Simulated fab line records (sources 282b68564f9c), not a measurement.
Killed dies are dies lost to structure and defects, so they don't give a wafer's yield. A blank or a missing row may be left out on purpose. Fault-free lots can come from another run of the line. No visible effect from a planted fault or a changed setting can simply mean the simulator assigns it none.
A struck lot beside a sound one -- flow rit-cmos -- 39 steps out of a route of 202
Sound: these wafers, L294.2, L294.5, L294.6. The struck wafers were L291.3, L291.4, L291.5. Last of all comes the cause.
Each step with rows lists, per side, the tool, then ch with its chambers, then its first start. Under that, the readings that differ: sound wafers -- struck wafers -- difference of the means -- sigmas: that difference in standard deviations of wafers without a fault.
alike: readings whose means differ by less than 2 such deviations, and words and numbers that are the same on both sides. not compared: withheld readings, readings that some wafer has no value for, bounds like >300 that may hide the same value, and numbers for which the record gives no deviation and whose values overlap.
A row with sigmas, a row that says differs or no value, or rows on one side alone: a step with any of these is where the two part. Numbers that have no deviation but don't overlap get no sigmas and don't part them. A reading that every wafer of one side lacks parts them only if that side has two wafers or more.

first, 3 steps without rows for these wafers: RIT_GATE_EXPOSE_13 (exposes mask M6, target cd 150 nm); RIT_GATE_PEB_14; RIT_GATE_DEVELOP_15 (develop time 50 s).
RIT_GATE_CD_MEAS_16: the cd target is 150 nm.
  sound on cd-sem-01, day 5 11:59; struck on cd-sem-01, day 4 16:44
  alike: cd-nm
RIT_GATE_OVL_MEAS_17:
  sound on overlay-01, day 5 12:05; struck on overlay-02, day 4 16:50
  alike: GATE_OVL
then, 1 step without rows for these wafers: RIT_GATE_HARDBAKE_18 (time 60 s).
RIT_GATE_ETCH_19: etches poly-Si in SF6/CHF3/O2, stops on SiO2, time 165 s, target depth 312.5 nm.
  sound on rie-si-02 ch 1,2, day 5 12:16; struck on rie-si-02 ch 0,2,3, day 4 17:07
  alike: drypump-motor-current-A, oes-product-au, rf-fwd-power-W, throttle-valve-pct
  not compared: rf-hours-counter-h
RIT_GATE_STRIP_20: strips in O2, time 180 s.
  sound on plasma-asher-02 ch 0,1, day 5 12:23; struck on plasma-asher-04 ch 0,1, day 4 17:17
  alike: drypump-motor-current-A
  not compared: rf-hours-counter-h
RIT_GATE_CD_MEAS_90: the cd target is 150 nm.
  sound on cd-sem-01, day 5 12:34; struck on cd-sem-02, day 4 17:27
  alike: cd-nm
then, 3 steps without rows for these wafers: RIT_REOX_CLEAN_00 (cleans in SC1, time 600 s); RIT_REOX_CLEAN_01 (cleans in dHF, time 30 s); RIT_REOX_CLEAN_02 (cleans in SC2, time 600 s).
RIT_REOX_OXIDATION_03: target thk 25.2 nm, ox time 5580 s.
  sound on furnace-01 ch 0, day 5 13:09; struck on furnace-03 ch 0, day 4 17:58
reading,sound,struck,difference,sigmas
spike-tc-centre-C (C),902.8 902.5 902.3,879.5 879.3 880.2,-22.9,-14
spike-tc-load-C (C),931.4 930.4 929.4,903.1 902.3 903.2,-27.5,-11
spike-tc-source-C (C),919.1 918.8 920.2,900.0 897.8 896.6,-21.2,-7
tube-center-temp-C (C),899.78 900.13 899.98,874.91 874.94 874.93,-25.04,-99 or more
tube_center_temp_C_max,901.8 902.4 902.2,877.0 876.8 877.9,-24.9,-64
model.SiO2_of_REOX_OXIDATION_03.thk-nm (nm),24.59 24.99 24.39,20.52 20.22 20.47,-4.25,
  alike: zone-power-centre-pct
RIT_REOX_THK_MEAS_04:
  sound on film-metro-01, day 5 15:43; struck on film-metro-04, day 4 20:32
reading,sound,struck,difference,sigmas
REOX_OXIDE_THK (nm),24.6 25.0 24.4,20.5 20.3 20.4,-4.3,-9
then, 6 steps without rows for these wafers: RIT_NLDD_HMDS_00 (prime time 60 s); RIT_NLDD_COAT_01 (resist thk 1000 nm); RIT_NLDD_SOFTBAKE_02 (time 60 s); RIT_NLDD_EXPOSE_03 (exposes mask M7, target cd 40700 nm); RIT_NLDD_PEB_04; RIT_NLDD_DEVELOP_05 (develop time 50 s).
RIT_NLDD_OVL_MEAS_06:
  sound on overlay-01, day 5 16:37; struck on overlay-02, day 4 21:26
  alike: NLDD_OVL
then, 2 steps without rows for these wafers: RIT_NLDD_HARDBAKE_07 (time 60 s); RIT_NLDD_IMPLANT_08.
RIT_NLDD_STRIP_09: strips in O2, time 180 s.
  sound on plasma-asher-03 ch 0,1, day 5 16:57; struck on plasma-asher-03 ch 0,1, day 4 21:49
  alike: drypump-motor-current-A
  not compared: rf-hours-counter-h
RIT_NLDD_TW_MEAS_10:
  sound on film-metro-02, day 5 17:08; struck on film-metro-03, day 4 21:57
  alike: NLDD_TW
then, 6 steps without rows for these wafers: RIT_PLDD_HMDS_00 (prime time 60 s); RIT_PLDD_COAT_01 (resist thk 1000 nm); RIT_PLDD_SOFTBAKE_02 (time 60 s); RIT_PLDD_EXPOSE_03 (exposes mask M8, target cd 40900 nm); RIT_PLDD_PEB_04; RIT_PLDD_DEVELOP_05 (develop time 50 s).
RIT_PLDD_OVL_MEAS_06:
  sound on overlay-02, day 5 18:16; struck on overlay-02, day 4 22:59
  alike: PLDD_OVL
then, 2 steps without rows for these wafers: RIT_PLDD_HARDBAKE_07 (time 60 s); RIT_PLDD_IMPLANT_08.
RIT_PLDD_STRIP_09: strips in O2, time 180 s.
  sound on plasma-asher-04 ch 0,1, day 5 18:39; struck on plasma-asher-04 ch 0,1, day 4 23:22
  alike: drypump-motor-current-A
  not compared: rf-hours-counter-h
RIT_PLDD_TW_MEAS_10:
  sound on film-metro-03, day 5 18:50; struck on film-metro-02, day 4 23:30
  alike: PLDD_TW
RIT_SPACER_CLEAN_00: cleans in SC1, time 600 s.
  sound on wet-bench-03 ch 3, day 5 18:53; struck on wet-bench-03 ch 1, day 4 23:32
reading,sound,struck,difference,sigmas
model.SiO2_of_REOX_OXIDATION_03.thk-nm (nm),22.72 23.09 22.55,18.94 18.67 18.88,-3.96,
then, 1 step without rows for these wafers: RIT_SPACER_CLEAN_01 (cleans in dHF, time 30 s).
RIT_M1_PROBE_99:
  sound on prober-01, day 6 09:58; struck on prober-01, day 5 13:18
reading,sound,struck,difference,sigmas
model.etest.pmos-turned.r-on-ohm-um,3371 3417 3310,2991 2893 2938,-425,
model.etest.pmos_0p3.r-on-ohm-um,6322 6358 6268,6079 5921 6020,-309,
model.etest.pmos_0p15.r-on-ohm-um,2815 2788 2727,2528 2438 2469,-298,
model.etest.pldd.rs-ohm-sq,481.5 495 472.7,342.1 335.6 338.9,-144.2,
model.etest.nmos_0p15.r-on-ohm-um,1115 1105 1104,1083 1040 1075,-42,
model.etest.nmos_0p3.r-on-ohm-um,2169 2148 2147,2129 2087 2101,-49,
model.etest.nldd.rs-ohm-sq,356.1 362.4 351.8,303 298 304.5,-55,
model.etest.nmos-turned.drive-ua-um,341.2 337.9 351.3,376.9 393.7 388,+42.7,
  alike: killed_at_M0_to_M3, killed-at-contacts, killed-at-front-end, killed-dies, killed-open, killed-short

## WHERE THEY PART
At RIT_REOX_OXIDATION_03 first; at RIT_REOX_THK_MEAS_04 last (within this record only). Later steps at which nothing parts them and some readings are alike: RIT_NLDD_OVL_MEAS_06, RIT_NLDD_STRIP_09, RIT_NLDD_TW_MEAS_10, RIT_PLDD_OVL_MEAS_06, RIT_PLDD_STRIP_09, RIT_PLDD_TW_MEAS_10, RIT_M1_PROBE_99.

WHY: whatever the simulator had introduced
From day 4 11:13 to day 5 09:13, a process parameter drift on furnace-03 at RIT_REOX_OXIDATION_03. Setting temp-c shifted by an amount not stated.
